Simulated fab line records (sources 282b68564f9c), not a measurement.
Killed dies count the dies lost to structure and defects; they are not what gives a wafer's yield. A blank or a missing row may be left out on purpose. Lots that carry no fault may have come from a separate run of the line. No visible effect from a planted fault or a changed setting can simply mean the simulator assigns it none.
The tool behind it: which one? / flow rit-cmos / 15 lots, 45 wafers sampled, at 6 steps of a route of 202

WHAT THE GAUGES READ, wafer by wafer
RIT_ACTIVE_BOW_MEAS_00. Usual: INCOMING_BOW -1 um, standard deviation 6.2.
lot=L626; measured=day 1 10:02; on=film-metro-04; INCOMING_BOW (um)=-10 -16 4; flag=
lot=L628; measured=day 1 20:00; on=film-metro-04; INCOMING_BOW (um)=-5 -4 10; flag=
lot=L629; measured=day 2 01:02; on=film-metro-02; INCOMING_BOW (um)=0 -9 2; flag=
lot=L630; measured=day 2 06:01; on=film-metro-02; INCOMING_BOW (um)=4 -6 4; flag=
lot=L632; measured=day 2 16:00; on=film-metro-02; INCOMING_BOW (um)=9 -10 -15; flag=
lot=L633; measured=day 2 21:00; on=film-metro-02; INCOMING_BOW (um)=9 -2 -11; flag=
lot=L634; measured=day 3 02:01; on=film-metro-02; INCOMING_BOW (um)=-4 10 6; flag=
lot=L637; measured=day 3 17:01; on=film-metro-02; INCOMING_BOW (um)=-5 4 2; flag=
lot=L641; measured=day 4 13:00; on=film-metro-04; INCOMING_BOW (um)=-11 -4 -13; flag=
lot=L642; measured=day 4 18:00; on=film-metro-02; INCOMING_BOW (um)=3 12 8; flag=
lot=L643; measured=day 4 23:01; on=film-metro-01; INCOMING_BOW (um)=-6 11 3; flag=
lot=L645; measured=day 5 09:01; on=film-metro-01; INCOMING_BOW (um)=3 -1 -10; flag=
lot=L646; measured=day 5 14:00; on=film-metro-01; INCOMING_BOW (um)=-2 -10 1; flag=
lot=L647; measured=day 5 19:01; on=film-metro-04; INCOMING_BOW (um)=9 0 -1; flag=
lot=L648; measured=day 6 00:00; on=film-metro-02; INCOMING_BOW (um)=10 -2 4; flag=

RIT_WELLDRIVE_RS_MEAS_02: a four-point-probe measurement. Usual: PWELL_RS 429.5 ohm/sq, standard deviation 1.1.
lot=L626; measured=day 2 12:47; on=film-metro-03; PWELL_RS (ohm/sq)=429.8 430.2 431.0; flag=
lot=L628; measured=day 2 20:47; on=film-metro-03; PWELL_RS (ohm/sq)=428.6 428.7 427.0; flag=
lot=L629; measured=day 3 00:37; on=film-metro-03; PWELL_RS (ohm/sq)=430.6 429.1 429.6; flag=
lot=L630; measured=day 3 05:28; on=film-metro-01; PWELL_RS (ohm/sq)=427.4 427.7 428.0; flag=
lot=L632; measured=day 3 17:10; on=film-metro-01; PWELL_RS (ohm/sq)=431.4 430.4 431.5; flag=
lot=L633; measured=day 3 20:31; on=film-metro-03; PWELL_RS (ohm/sq)=430.2 430.9 431.5; flag=
lot=L634; measured=day 4 01:37; on=film-metro-03; PWELL_RS (ohm/sq)=429.4 430.5 431.4; flag=
lot=L637; measured=day 4 22:25; on=film-metro-01; PWELL_RS (ohm/sq)=429.8 429.8 430.2; flag=
lot=L641; measured=day 5 22:07; on=film-metro-03; PWELL_RS (ohm/sq)=429.7 430.6 430.0; flag=
lot=L642; measured=day 6 03:46; on=film-metro-01; PWELL_RS (ohm/sq)=429.2 429.9 429.6; flag=
lot=L643; measured=day 6 11:40; on=film-metro-01; PWELL_RS (ohm/sq)=429.5 428.8 429.2; flag=
lot=L645; measured=day 6 19:53; on=film-metro-01; PWELL_RS (ohm/sq)=428.2 429.6 429.9; flag=
lot=L646; measured=day 6 19:52; on=film-metro-04; PWELL_RS (ohm/sq)=429.5 428.5 430.5; flag=
lot=L647; measured=day 7 01:15; on=film-metro-03; PWELL_RS (ohm/sq)=429.8 430.2 429.5; flag=
lot=L648; measured=day 7 01:29; on=film-metro-01; PWELL_RS (ohm/sq)=427.7 429.0 429.5; flag=

RIT_NRETRO_TW_MEAS_10. Usual: NRETRO_TW 1065, standard deviation 5.6.
lot=L626; measured=day 2 14:23; on=film-metro-01; NRETRO_TW=1062 1070 1063; flag=
lot=L628; measured=day 2 22:33; on=film-metro-02; NRETRO_TW=1058 1065 1065; flag=
lot=L629; measured=day 3 02:32; on=film-metro-04; NRETRO_TW=1065 1070 1074; flag=
lot=L630; measured=day 3 07:04; on=film-metro-02; NRETRO_TW=1064 1062 1061; flag=
lot=L632; measured=day 3 18:55; on=film-metro-01; NRETRO_TW=1062 1062 1063; flag=
lot=L633; measured=day 3 22:14; on=film-metro-01; NRETRO_TW=1060 1059 1061; flag=
lot=L634; measured=day 4 03:13; on=film-metro-04; NRETRO_TW=1075 1074 1074; flag=
lot=L637; measured=day 5 00:08; on=film-metro-02; NRETRO_TW=1064 1064 1061; flag=
lot=L641; measured=day 5 23:51; on=film-metro-01; NRETRO_TW=30 30 30; flag=OFF
lot=L642; measured=day 6 05:30; on=film-metro-01; NRETRO_TW=30 30 30; flag=OFF
lot=L643; measured=day 6 13:31; on=film-metro-02; NRETRO_TW=30 30 30; flag=OFF
lot=L645; measured=day 6 21:44; on=film-metro-02; NRETRO_TW=1064 1069 1070; flag=
lot=L646; measured=day 6 21:58; on=film-metro-01; NRETRO_TW=1074 1072 1074; flag=
lot=L647; measured=day 7 02:59; on=film-metro-01; NRETRO_TW=1060 1056 1063; flag=
lot=L648; measured=day 7 03:07; on=film-metro-01; NRETRO_TW=1065 1068 1060; flag=

RIT_PRETRO_TW_MEAS_10. Usual: PRETRO_TW 478.8, standard deviation 2.6.
lot=L626; measured=day 2 15:56; on=film-metro-04; PRETRO_TW=483.8 482.9 482.1; flag=
lot=L628; measured=day 3 00:13; on=film-metro-04; PRETRO_TW=478.4 476.7 479.4; flag=
lot=L629; measured=day 3 04:26; on=film-metro-02; PRETRO_TW=475.2 475.8 479.0; flag=
lot=L630; measured=day 3 08:45; on=film-metro-03; PRETRO_TW=482.1 480.4 474.5; flag=
lot=L632; measured=day 3 20:28; on=film-metro-02; PRETRO_TW=475.5 476.6 473.9; flag=
lot=L633; measured=day 3 23:55; on=film-metro-03; PRETRO_TW=482.7 483.7 481.7; flag=
lot=L634; measured=day 4 04:46; on=film-metro-03; PRETRO_TW=481.0 482.9 480.8; flag=
lot=L637; measured=day 5 01:55; on=film-metro-02; PRETRO_TW=475.1 474.7 475.5; flag=
lot=L641; measured=day 6 01:24; on=film-metro-02; PRETRO_TW=30.2 30.3 30.1; flag=OFF
lot=L642; measured=day 6 07:03; on=film-metro-03; PRETRO_TW=30.2 30.2 30.3; flag=OFF
lot=L643; measured=day 6 15:04; on=film-metro-03; PRETRO_TW=30.0 30.1 30.1; flag=OFF
lot=L645; measured=day 6 23:26; on=film-metro-02; PRETRO_TW=479.4 478.9 477.7; flag=
lot=L646; measured=day 6 23:46; on=film-metro-03; PRETRO_TW=479.5 476.8 478.3; flag=
lot=L647; measured=day 7 04:53; on=film-metro-03; PRETRO_TW=475.7 473.5 476.4; flag=
lot=L648; measured=day 7 05:04; on=film-metro-04; PRETRO_TW=480.5 480.9 480.2; flag=

RIT_PLDD_OVL_MEAS_06. Usual: PLDD_OVL -0.5 nm, standard deviation 1.6.
lot=L626; measured=day 3 05:34; on=overlay-02; PLDD_OVL (nm)=-1.8 -1.5 -1.0; flag=
lot=L628; measured=day 3 15:31; on=overlay-02; PLDD_OVL (nm)=1.1 -0.3 -0.1; flag=
lot=L629; measured=day 3 18:01; on=overlay-01; PLDD_OVL (nm)=-1.6 -0.1 0.5; flag=
lot=L630; measured=day 4 00:56; on=overlay-02; PLDD_OVL (nm)=0.0 2.2 -0.4; flag=
lot=L632; measured=day 4 19:38; on=overlay-01; PLDD_OVL (nm)=0.3 -0.7 -1.1; flag=
lot=L633; measured=day 4 19:53; on=overlay-02; PLDD_OVL (nm)=2.1 2.1 1.5; flag=
lot=L634; measured=day 5 00:32; on=overlay-02; PLDD_OVL (nm)=-2.7 -3.5 -1.4; flag=
lot=L637; measured=day 6 01:13; on=overlay-02; PLDD_OVL (nm)=-0.2 -0.6 -0.8; flag=
lot=L641; measured=day 6 22:22; on=overlay-01; PLDD_OVL (nm)=-3.4 -1.9 -1.8; flag=
lot=L642; measured=day 7 06:16; on=overlay-01; PLDD_OVL (nm)=-2.7 -1.0 -2.7; flag=
lot=L643; measured=day 7 06:56; on=overlay-01; PLDD_OVL (nm)=-3.6 -0.6 -3.3; flag=
lot=L645; measured=day 7 18:45; on=overlay-01; PLDD_OVL (nm)=-0.9 -0.1 -0.7; flag=
lot=L646; measured=day 7 16:06; on=overlay-01; PLDD_OVL (nm)=1.4 -1.1 -0.4; flag=
lot=L647; measured=day 7 19:02; on=overlay-02; PLDD_OVL (nm)=3.8 2.0 2.8; flag=
lot=L648; measured=day 7 19:19; on=overlay-02; PLDD_OVL (nm)=-0.2 -2.5 -0.3; flag=

WHICH TOOL RAN EACH LOT (tool, then ch and the chambers of the sampled wafers, then the start)
lot=L626; RIT_PWELL_STRIP_09=plasma-asher-01 ch 0,1, day 2 06:22
lot=L628; RIT_PWELL_STRIP_09=plasma-asher-01 ch 0,1, day 2 14:46
lot=L629; RIT_PWELL_STRIP_09=plasma-asher-04 ch 0,1, day 2 19:12
lot=L630; RIT_PWELL_STRIP_09=plasma-asher-01 ch 0,1, day 2 21:30
lot=L632; RIT_PWELL_STRIP_09=plasma-asher-04 ch 0,1, day 3 10:57
lot=L633; RIT_PWELL_STRIP_09=plasma-asher-01 ch 0,1, day 3 13:05
lot=L634; RIT_PWELL_STRIP_09=plasma-asher-01 ch 0,1, day 3 17:27
lot=L637; RIT_PWELL_STRIP_09=plasma-asher-04 ch 0,1, day 4 13:52
lot=L641; RIT_PWELL_STRIP_09=plasma-asher-01 ch 0,1, day 5 13:28
lot=L642; RIT_PWELL_STRIP_09=plasma-asher-04 ch 0,1, day 5 18:07
lot=L643; RIT_PWELL_STRIP_09=plasma-asher-03 ch 0,1, day 6 03:28
lot=L645; RIT_PWELL_STRIP_09=plasma-asher-04 ch 0,1, day 6 12:52
lot=L646; RIT_PWELL_STRIP_09=plasma-asher-03 ch 0,1, day 6 14:08
lot=L647; RIT_PWELL_STRIP_09=plasma-asher-04 ch 0,1, day 6 19:47
lot=L648; RIT_PWELL_STRIP_09=plasma-asher-01 ch 0,1, day 6 20:01
- RIT_PWELL_STRIP_09: strips in O2, time 180 s.

WHAT THE TOOLS THEMSELVES READ (means of the sampled wafers that have a number; where no wafer has one, the mark that the record gives instead)
RIT_PWELL_STRIP_09. Usual: chamber-pressure-mTorr 4001 mTorr, standard deviation 3.7; drypump-motor-current-A 6.0 A, standard deviation 0.65.
lot=L626; tool=plasma-asher-01; chamber-pressure-mTorr (mTorr)=3999; drypump-motor-current-A (A)=6.4; flag=
lot=L628; tool=plasma-asher-01; chamber-pressure-mTorr (mTorr)=3999; drypump-motor-current-A (A)=6.4; flag=
lot=L629; tool=plasma-asher-04; chamber-pressure-mTorr (mTorr)=4001; drypump-motor-current-A (A)=5.5; flag=
lot=L630; tool=plasma-asher-01; chamber-pressure-mTorr (mTorr)=4000; drypump-motor-current-A (A)=6.4; flag=
lot=L632; tool=plasma-asher-04; chamber-pressure-mTorr (mTorr)=4002; drypump-motor-current-A (A)=5.5; flag=
lot=L633; tool=plasma-asher-01; chamber-pressure-mTorr (mTorr)=4001; drypump-motor-current-A (A)=6.4; flag=
lot=L634; tool=plasma-asher-01; chamber-pressure-mTorr (mTorr)=4000; drypump-motor-current-A (A)=6.4; flag=
lot=L637; tool=plasma-asher-04; chamber-pressure-mTorr (mTorr)=4000; drypump-motor-current-A (A)=6.1; flag=
lot=L641; tool=plasma-asher-01; chamber-pressure-mTorr (mTorr)=-; drypump-motor-current-A (A)=-; flag=OFF
lot=L642; tool=plasma-asher-04; chamber-pressure-mTorr (mTorr)=-; drypump-motor-current-A (A)=-; flag=OFF
lot=L643; tool=plasma-asher-03; chamber-pressure-mTorr (mTorr)=-; drypump-motor-current-A (A)=-; flag=OFF
lot=L645; tool=plasma-asher-04; chamber-pressure-mTorr (mTorr)=4002; drypump-motor-current-A (A)=6.1; flag=
lot=L646; tool=plasma-asher-03; chamber-pressure-mTorr (mTorr)=4002; drypump-motor-current-A (A)=5.6; flag=
lot=L647; tool=plasma-asher-04; chamber-pressure-mTorr (mTorr)=3999; drypump-motor-current-A (A)=6.0; flag=
lot=L648; tool=plasma-asher-01; chamber-pressure-mTorr (mTorr)=3998; drypump-motor-current-A (A)=6.5; flag=

THE ANSWER, worked out from the rows above alone
Rule: take the mean of a lot's wafers that have a number; if it is more than 3 standard deviations from the usual mean, the lot is off. A lot without any number at a reading at which 4 lots or more have one is off too. Any other lot the step has rows for is counted as sound. After the gauges, taken in route order, come the tools' own readings; for these a lot's mean is taken, as printed above. The first step at which some lot is off is used, and at that step the reading that is off furthest; a lot without a number counts as furthest.
Off: L641, L642, L643, at RIT_NRETRO_TW_MEAS_10 (NRETRO_TW).
A tool fits if, at a process step before that reading, it ran every lot that is off, and no sound lot after the first of them. Not tried: the gauges at RIT_NRETRO_TW_MEAS_10; whatever is off there is also off at RIT_PWELL_STRIP_09, on other tools, and gauge error can't account for it. Of those tried, none fits.

WHAT HAD BEEN PUT IN BY THE SIMULATOR
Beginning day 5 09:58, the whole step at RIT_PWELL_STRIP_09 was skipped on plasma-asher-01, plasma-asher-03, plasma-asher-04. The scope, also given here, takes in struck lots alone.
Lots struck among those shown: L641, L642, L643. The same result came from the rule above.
